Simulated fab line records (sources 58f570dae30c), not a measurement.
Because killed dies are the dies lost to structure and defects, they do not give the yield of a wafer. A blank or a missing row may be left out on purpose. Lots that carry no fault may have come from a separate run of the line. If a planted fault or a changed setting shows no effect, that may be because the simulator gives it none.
One fault seen from 2 desks || flow berkeley-cmos170 || only its own numbers are on each desk; what lay behind them is given at the end

AT THE METROLOGY DESK
What the gauges read for every lot (on any tool): the sampled wafers with a number, averaged. The brackets show how far a lot's mean lies from the usual mean; more than 4 standard deviations puts the lot out of limits, marked OUT. It has 8 readings; the 7 that lie furthest out on some lot are the ones shown.
Columns: A = PWELL_OVL at UCB170_PWELL_OVL_MEAS_13, usual -1 nm; B = PWELL_TW at UCB170_PWELL_TW_MEAS_17, usual 380.1; C = WELLDRIVE_OXIDE_THK at UCB170_WELLDRIVE_THK_MEAS_02, usual 199 nm; D = ACTIVE_NITRIDE_THK at UCB170_ACTIVE_THK_MEAS_06, usual 221.1 nm; E = cd-nm at UCB170_ACTIVE_CD_MEAS_13, usual 1200.0 nm; F = ACTIVE_OVL at UCB170_ACTIVE_OVL_MEAS_14, usual -2 nm; G = cd-nm at UCB170_ACTIVE_CD_MEAS_90, usual 1200.1 nm
{"lot": "L637", "first seen here": "day 2 20:41", "A": 5, "B": 380.4, "C": 203, "D": 220.7, "E": 1201.3, "F": 2, "G": 1201.2}
{"lot": "L640", "first seen here": "day 3 12:47", "A": 5, "B": 375.4, "C": 204, "D": 221.1, "E": 1200.9, "F": -2, "G": 1201.0}
{"lot": "L649", "first seen here": "day 5 09:53", "A": -4, "B": 382.0, "C": 202, "D": 223.6, "E": 1201.4, "F": -4, "G": 1201.5}
{"lot": "L648", "first seen here": "day 5 10:22", "A": 8, "B": 376.2, "C": 204, "D": 221.5, "E": 1202.1, "F": -6, "G": 1202.0}
{"lot": "L652", "first seen here": "day 6 05:56", "A": 2, "B": 378.6, "C": 204, "D": 215.9, "E": 1200.0, "F": 3, "G": 1200.0}
{"lot": "L653", "first seen here": "day 6 06:08", "A": 0, "B": 383.0, "C": 200, "D": 220.8, "E": 1199.7, "F": -2, "G": 1199.8}
{"lot": "L655", "first seen here": "day 6 19:27", "A": -5, "B": 377.7, "C": 195, "D": 218.1, "E": 1199.3, "F": -8, "G": 1199.7}
This desk's verdict: no lot among the 7 shows anything out of limits.

FOR THE TOOL OWNER'S DESK: wet-bench-03
The tool's own readings at UCB170_WELLDRIVE_CLEAN_00 (cleans in SPM, time 600 s): means of the sampled wafers that have a number, for each lot that ran on this tool. The brackets show how far a lot's mean lies from the usual mean; more than 4 standard deviations puts the lot out of limits, marked OUT.
Columns: A = temp-c at UCB170_WELLDRIVE_CLEAN_00, usual 120.01 C
{"lot": "L637", "first seen here": "day 3 06:14", "A": 120.14}
{"lot": "L652", "first seen here": "day 6 11:02", "A": 119.96}
{"lot": "L653", "first seen here": "day 6 11:14", "A": 120.05}
{"lot": "L655", "first seen here": "day 7 00:23", "A": 120.06}
This desk's verdict: no lot among the 4 shows anything out of limits.

PUT TOGETHER
From the metrology desk's view, nothing was out of limits.
The desk of the tool owner found nothing out of limits.

WHAT HAD BEEN PUT IN BY THE SIMULATOR
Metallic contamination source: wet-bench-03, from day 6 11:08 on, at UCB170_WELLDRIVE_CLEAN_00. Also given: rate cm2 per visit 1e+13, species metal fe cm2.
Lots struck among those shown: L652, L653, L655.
